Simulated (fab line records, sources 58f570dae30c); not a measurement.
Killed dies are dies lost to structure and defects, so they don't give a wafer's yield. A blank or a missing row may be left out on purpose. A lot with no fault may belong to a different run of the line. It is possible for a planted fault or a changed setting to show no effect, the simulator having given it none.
What tool caused it?	flow berkeley_cmos170	45 wafers from 15 lots sampled at 4 of the route's 331 steps

## WHAT THE GAUGES SHOWED, per wafer
UCB170_NWELL_THK_MEAS_02.
lot	measured	on	NWELL_OXIDE_THK (nm)
L117	day 2 05:45	film_metro-01	26.5 26.8 26.9
L119	day 2 09:52	film_metro-01	26.0 26.1 25.9
L120	day 2 18:58	film_metro-03	26.4 26.4 26.3
L121	day 3 02:10	film_metro-01	26.4 26.3 26.2
L122	day 3 05:01	film_metro-01	26.5 26.8 26.3
L123	day 3 05:01	film_metro-02	25.5 25.3 25.5
L125	day 3 17:01	film_metro-01	27.1 27.4 27.3
L124	day 3 17:01	film_metro-03	27.4 27.0 27.1
L126	day 4 00:28	film_metro-02	26.8 26.9 26.7
L127	day 4 08:02	film_metro-03	27.0 27.2 27.0
L129	day 4 15:50	film_metro-01	25.4 25.7 25.9
L130	day 4 15:50	film_metro-02	26.7 26.8 26.5
L131	day 5 00:10	film_metro-02	26.1 25.9 26.1
L133	day 5 09:18	film_metro-03	26.2 26.4 26.2
L137	day 6 09:40	film_metro-01	27.2 27.0 27.4

UCB170_PWELL_THK_MEAS_03.
lot	measured	on	PWELL_OXIDE_THK (nm)
L117	day 2 23:34	film_metro-02	25.9 26.0 26.2
L119	day 3 06:00	film_metro-03	26.5 27.5 26.9
L120	day 3 17:12	film_metro-02	25.8 26.2 26.2
L121	day 3 21:56	film_metro-03	26.6 27.2 26.9
L122	day 3 21:56	film_metro-04	26.4 25.9 26.0
L123	day 3 21:56	film_metro-02	26.9 27.0 26.7
L125	day 4 10:53	film_metro-04	25.9 25.9 25.6
L124	day 4 10:54	film_metro-03	27.2 27.5 27.0
L126	day 4 21:16	film_metro-03	26.3 26.2 26.5
L127	day 5 02:52	film_metro-02	26.7 26.6 26.9
L129	day 5 11:49	film_metro-02	26.1 26.3 26.3
L130	day 5 11:49	film_metro-04	25.8 26.0 26.0
L131	day 5 18:54	film_metro-02	26.0 26.6 26.7
L133	day 6 05:02	film_metro-02	25.4 25.8 25.7
L137	day 7 11:12	film_metro-04	27.0 27.2 27.1

UCB170_ACTIVE_THK_MEAS_03.
lot	measured	on	ACTIVE_OXIDE_THK (nm)
L117	day 4 06:49	film_metro-02	26.1 26.0 26.0
L119	day 4 13:14	film_metro-01	26.6 26.7 26.1
L120	day 5 01:31	film_metro-01	26.2 25.7 26.1
L121	day 5 09:26	film_metro-01	27.0 26.8 27.2
L122	day 5 09:30	film_metro-01	26.7 26.4 26.9
L123	day 5 09:34	film_metro-01	27.1 27.4 27.4
L125	day 5 17:58	film_metro-02	27.1 26.9 26.7
L124	day 5 17:58	film_metro-01	26.4 26.7 26.6
L126	day 6 06:11	film_metro-02	26.0 26.1 25.8
L127	day 6 18:01	film_metro-01	26.3 25.8 25.9
L129	day 7 03:47	film_metro-04	39.8 40.1 38.9
L130	day 7 03:48	film_metro-02	38.2 39.1 38.6
L131	day 7 17:50	film_metro-02	38.3 38.6 38.5
L133	day 7 21:55	film_metro-01	26.5 26.6 26.3
L137	day 9 02:41	film_metro-02	26.1 25.9 26.3

## WHAT TOOL EACH LOT RAN ON (gives the tool, then ch and the chambers of the sampled wafers, and finally the start)
lot	UCB170_ACTIVE_OXIDATION_02
L117	furnace-01 ch 0, day 4 05:28
L119	furnace-02 ch 0, day 4 11:53
L120	furnace-02 ch 0, day 5 00:10
L121	furnace-01 ch 0, day 5 08:05
L122	furnace-01 ch 0, day 5 08:05
L123	furnace-01 ch 0, day 5 08:05
L125	furnace-01 ch 0, day 5 16:37
L124	furnace-01 ch 0, day 5 16:37
L126	furnace-02 ch 0, day 6 04:50
L127	furnace-01 ch 0, day 6 16:40
L129	furnace-04 ch 0, day 6 22:05
L130	furnace-04 ch 0, day 6 22:05
L131	furnace-01 ch 0, day 7 11:35
L133	furnace-01 ch 0, day 7 20:32
L137	furnace-02 ch 0, day 9 01:20
- UCB170_ACTIVE_OXIDATION_02: target thk 26.4 nm, ox time 1260 s.

## AS READ BY THE TOOLS THEMSELVES (means over the sampled wafers that have a number; for cases with no such wafer, the mark the record gives instead)
UCB170_ACTIVE_OXIDATION_02.
lot	tool	ox_temp_c_max	spike_tc_load_C (C)
L117	furnace-01	1003.7	1023.8
L119	furnace-02	1002.7	1029.3
L120	furnace-02	1004.0	1028.8
L121	furnace-01	1005.3	1023.6
L122	furnace-01	1004.5	1023.4
L123	furnace-01	1004.2	1023.3
L125	furnace-01	1004.8	1022.8
L124	furnace-01	1003.4	1023.9
L126	furnace-02	1002.7	1027.7
L127	furnace-01	1003.4	1022.1
L129	furnace-04	1003.8	1022.1
L130	furnace-04	1003.2	1021.9
L131	furnace-01	1004.0	1022.9
L133	furnace-01	1004.1	1023.0
L137	furnace-02	1003.2	1028.7

## THE ANSWER, worked out from the rows above alone
Rule: what is usual is taken from the lots themselves. Put in order of their means at a reading, lots are off if they are a third of the lots or fewer, leave a main group of 4 or more, and stand apart from it by a gap of 3 or more times the standard deviation of the main group's means; of several such gaps the widest counts. The tables above print the reading to a certain number of digits; a main group whose means all agree to those digits is not used. A lot without any number at a reading at which 4 lots or more have one is off too. Any other lot the step has rows for is counted as sound. Order of review: gauges by route order, followed by the tools' own readings, for which a lot's mean as printed above is used. The first step at which some lot is off is used, and at that step the reading that is off furthest; a lot without a number counts as furthest.
Off: L129, L130, L131, seen at UCB170_ACTIVE_THK_MEAS_03 (ACTIVE_OXIDE_THK). Main group: mean 26.5 nm, sd 0.43.
If a tool, at a process step before that reading, ran all the lots that are off and no sound lot after the first of them, it fits. The gauges at UCB170_ACTIVE_THK_MEAS_03 are tried like those tools. None of those tried fits.

## WHAT THE SIMULATOR PUT IN
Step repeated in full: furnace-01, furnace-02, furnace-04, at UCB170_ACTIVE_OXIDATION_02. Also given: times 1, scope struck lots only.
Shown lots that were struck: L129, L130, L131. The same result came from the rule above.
